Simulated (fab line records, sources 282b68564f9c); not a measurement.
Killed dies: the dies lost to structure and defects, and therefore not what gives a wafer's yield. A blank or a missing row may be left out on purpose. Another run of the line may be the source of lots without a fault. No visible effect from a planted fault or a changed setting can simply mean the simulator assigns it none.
Which tool is to blame? | flow rit-cmos | 42 wafers from 14 lots sampled at 4 of the route's 202 steps

## WHAT THE GAUGES SHOWED, per wafer
RIT_SDANNEAL_RS_MEAS_06: uses a four-point probe to measure.
lot  | measured    | on            | PLDD_RS (ohm/sq)
L682 | day 3 07:26 | film-metro-02 | 178.2 178.2 178.1
L683 | day 3 09:17 | film-metro-02 | 178.1 178.5 177.9
L684 | day 3 17:40 | film-metro-02 | 178.9 179.0 178.8
L685 | day 3 19:20 | film-metro-04 | 179.1 178.8 178.7
L686 | day 4 01:57 | film-metro-04 | 178.8 178.9 179.1
L687 | day 4 04:00 | film-metro-04 | 178.4 178.6 178.6
L688 | day 4 08:31 | film-metro-02 | 178.1 178.1 178.1
L691 | day 4 22:55 | film-metro-03 | 178.7 178.1 178.1
L696 | day 6 00:11 | film-metro-02 | 178.3 178.6 177.8
L697 | day 6 05:47 | film-metro-03 | 177.9 178.0 178.5
L699 | day 6 14:44 | film-metro-03 | 177.6 178.5 178.0
L701 | day 7 01:22 | film-metro-03 | 178.7 179.0 178.5
L702 | day 7 06:32 | film-metro-02 | 178.5 178.9 178.9
L704 | day 7 16:39 | film-metro-02 | 178.3 178.6 178.3

## TOOL THAT RAN EACH LOT (tool first, then ch and the chambers of the sampled wafers, then the start)
lot  | RIT_NRETRO_SOFTBAKE_02           | RIT_PRETRO_STRIP_09                 | RIT_SDANNEAL_RTA_03
L682 | litho-track-01 ch 0, day 2 06:14 | plasma-asher-04 ch 0,1, day 2 08:49 | rtp-anneal-02 ch 0, day 3 07:07
L683 | litho-track-04 ch 0, day 2 11:18 | plasma-asher-04 ch 0,1, day 2 13:58 | rtp-anneal-01 ch 0, day 3 08:59
L684 | litho-track-04 ch 0, day 2 20:13 | plasma-asher-04 ch 0,1, day 2 23:04 | rtp-anneal-02 ch 0, day 3 17:22
L685 | litho-track-02 ch 0, day 2 20:20 | plasma-asher-02 ch 0,1, day 2 23:31 | rtp-anneal-01 ch 0, day 3 19:01
L686 | litho-track-01 ch 0, day 3 03:37 | plasma-asher-01 ch 0,1, day 3 06:25 | rtp-anneal-02 ch 0, day 4 01:39
L687 | litho-track-01 ch 0, day 3 06:57 | plasma-asher-01 ch 0,1, day 3 09:37 | rtp-anneal-01 ch 0, day 4 03:40
L688 | litho-track-01 ch 0, day 3 11:28 | plasma-asher-02 ch 0,1, day 3 14:17 | rtp-anneal-02 ch 0, day 4 08:13
L691 | litho-track-04 ch 0, day 4 01:38 | plasma-asher-01 ch 0,1, day 4 04:24 | rtp-anneal-01 ch 0, day 4 22:37
L696 | litho-track-04 ch 0, day 5 03:23 | plasma-asher-04 ch 0, day 5 06:12   | rtp-anneal-02 ch 0, day 5 23:53
L697 | litho-track-04 ch 0, day 5 08:02 | plasma-asher-04 ch 0,1, day 5 11:11 | rtp-anneal-01 ch 0, day 6 05:26
L699 | litho-track-02 ch 0, day 5 17:17 | plasma-asher-04 ch 0,1, day 5 19:58 | rtp-anneal-01 ch 0, day 6 14:26
L701 | litho-track-01 ch 0, day 6 03:09 | plasma-asher-01 ch 0,1, day 6 06:01 | rtp-anneal-01 ch 0, day 7 01:04
L702 | litho-track-02 ch 0, day 6 08:46 | plasma-asher-04 ch 0,1, day 6 11:34 | rtp-anneal-02 ch 0, day 7 06:14
L704 | litho-track-02 ch 0, day 6 19:11 | plasma-asher-04 ch 0,1, day 6 22:17 | rtp-anneal-02 ch 0, day 7 16:20
- RIT_NRETRO_SOFTBAKE_02: time 60 s.
- RIT_PRETRO_STRIP_09: strips in O2, time 180 s.
- RIT_SDANNEAL_RTA_03: time 5 s.

## AS READ BY THE TOOLS THEMSELVES (means over the sampled wafers that have a number; for cases with no such wafer, the mark the record gives instead)
RIT_NRETRO_SOFTBAKE_02.
lot  | tool           | heater-power-total-W (W) | plate-temp-C (C) | run-length-s (s)
L682 | litho-track-01 | 34.55                    | 90.17            | 89.04
L683 | litho-track-04 | 34.54                    | 90.24            | 89.59
L684 | litho-track-04 | 34.58                    | 89.96            | 89.41
L685 | litho-track-02 | 34.58                    | 90.05            | 89.55
L686 | litho-track-01 | 34.56                    | 89.80            | 89.13
L687 | litho-track-01 | 34.56                    | 89.93            | 88.99
L688 | litho-track-01 | 34.56                    | 90.14            | 89.08
L691 | litho-track-04 | 34.53                    | 89.98            | 89.46
L696 | litho-track-04 | 35.06                    | -                | 86.46
L697 | litho-track-04 | 35.08                    | -                | 86.31
L699 | litho-track-02 | 34.61                    | 90.01            | 89.54
L701 | litho-track-01 | 34.57                    | 90.11            | 89.03
L702 | litho-track-02 | 34.53                    | 89.91            | 89.51
L704 | litho-track-02 | 34.58                    | 89.89            | 89.59

RIT_PRETRO_STRIP_09.
lot  | tool            | drypump-motor-current-A (A)
L682 | plasma-asher-04 | 5.3
L683 | plasma-asher-04 | 5.1
L684 | plasma-asher-04 | 5.1
L685 | plasma-asher-02 | 5.4
L686 | plasma-asher-01 | 5.9
L687 | plasma-asher-01 | 5.9
L688 | plasma-asher-02 | 5.6
L691 | plasma-asher-01 | 5.9
L696 | plasma-asher-04 | 4.9
L697 | plasma-asher-04 | 5.1
L699 | plasma-asher-04 | 5.4
L701 | plasma-asher-01 | 5.7
L702 | plasma-asher-04 | 5.1
L704 | plasma-asher-04 | 5.1

RIT_SDANNEAL_RTA_03.
lot  | tool          | chamber-o2-ppm | ramp-down-c-per-s | wafer_temp_C_max
L682 | rtp-anneal-02 | 2.005          | 171.00            | 1054.0
L683 | rtp-anneal-01 | 2.004          | 171.00            | 1053.3
L684 | rtp-anneal-02 | 1.959          | 171.02            | 1052.9
L685 | rtp-anneal-01 | 1.978          | 171.01            | 1053.5
L686 | rtp-anneal-02 | 2.005          | 171.00            | 1054.1
L687 | rtp-anneal-01 | 1.982          | 171.00            | 1053.9
L688 | rtp-anneal-02 | 1.990          | 170.97            | 1053.3
L691 | rtp-anneal-01 | 1.991          | 171.00            | 1053.6
L696 | rtp-anneal-02 | 1.984          | 170.98            | 1054.2
L697 | rtp-anneal-01 | 1.985          | 170.99            | 1054.0
L699 | rtp-anneal-01 | 1.997          | 171.01            | 1053.5
L701 | rtp-anneal-01 | 2.006          | 170.99            | 1054.1
L702 | rtp-anneal-02 | 2.022          | 170.98            | 1053.1
L704 | rtp-anneal-02 | 2.008          | 171.03            | 1053.5

## THE ANSWER, worked out from the rows above alone
Rule: usual is defined by the lots themselves. The widest of any qualifying gaps counts: lots, ordered by their means at a reading, are off when they make up no more than a third of the lots, leave a main group of 4 or more, and stand apart from it by 3 or more times the standard deviation of that group's means. A main group is skipped when, at the precision printed for the reading in the tables above, its means are all equal. Also off: a lot with no number at a reading for which 4 or more lots have one. Any other lot the step has rows for is counted as sound. The gauges are gone through in route order, then the tools' own readings, and for those a lot's mean is taken as printed above. At the first step where some lot is off, the reading lying furthest off is the one used; lots without a number count as furthest.
Off: L696, L697, at RIT_NRETRO_SOFTBAKE_02 (plate-temp-C). Without a number there: L696, L697. The main group: mean 90.02 C, standard deviation 0.12.
If a tool, at that step or one of the process steps before it, ran each lot that is off and ran no sound lot following the first of them, it fits. One candidate fits, namely litho-track-04 at RIT_NRETRO_SOFTBAKE_02. Its last sound lot is L691 (day 4 01:38), its first lot that is off L696 (day 5 03:23): a fault that began between those two fits.
The tool's own readings at RIT_NRETRO_SOFTBAKE_02 bear it out: on the lots that are off they differ by more than 5 times the standard deviation of the sound lots' means. heater-power-total-W reads 35.07 W there against 34.56 W on the sound lots; run-length-s reads 86.38 s there against 89.33 s on the sound lots.
Blank at RIT_NRETRO_SOFTBAKE_02 on the lots that are off, where sound lots have numbers: plate-temp-C.

## WHAT HAD BEEN PUT IN BY THE SIMULATOR
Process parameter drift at RIT_NRETRO_SOFTBAKE_02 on litho-track-04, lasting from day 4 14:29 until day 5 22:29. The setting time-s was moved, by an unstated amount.
Lots struck among those shown: L696, L697. The same result came from the rule above.
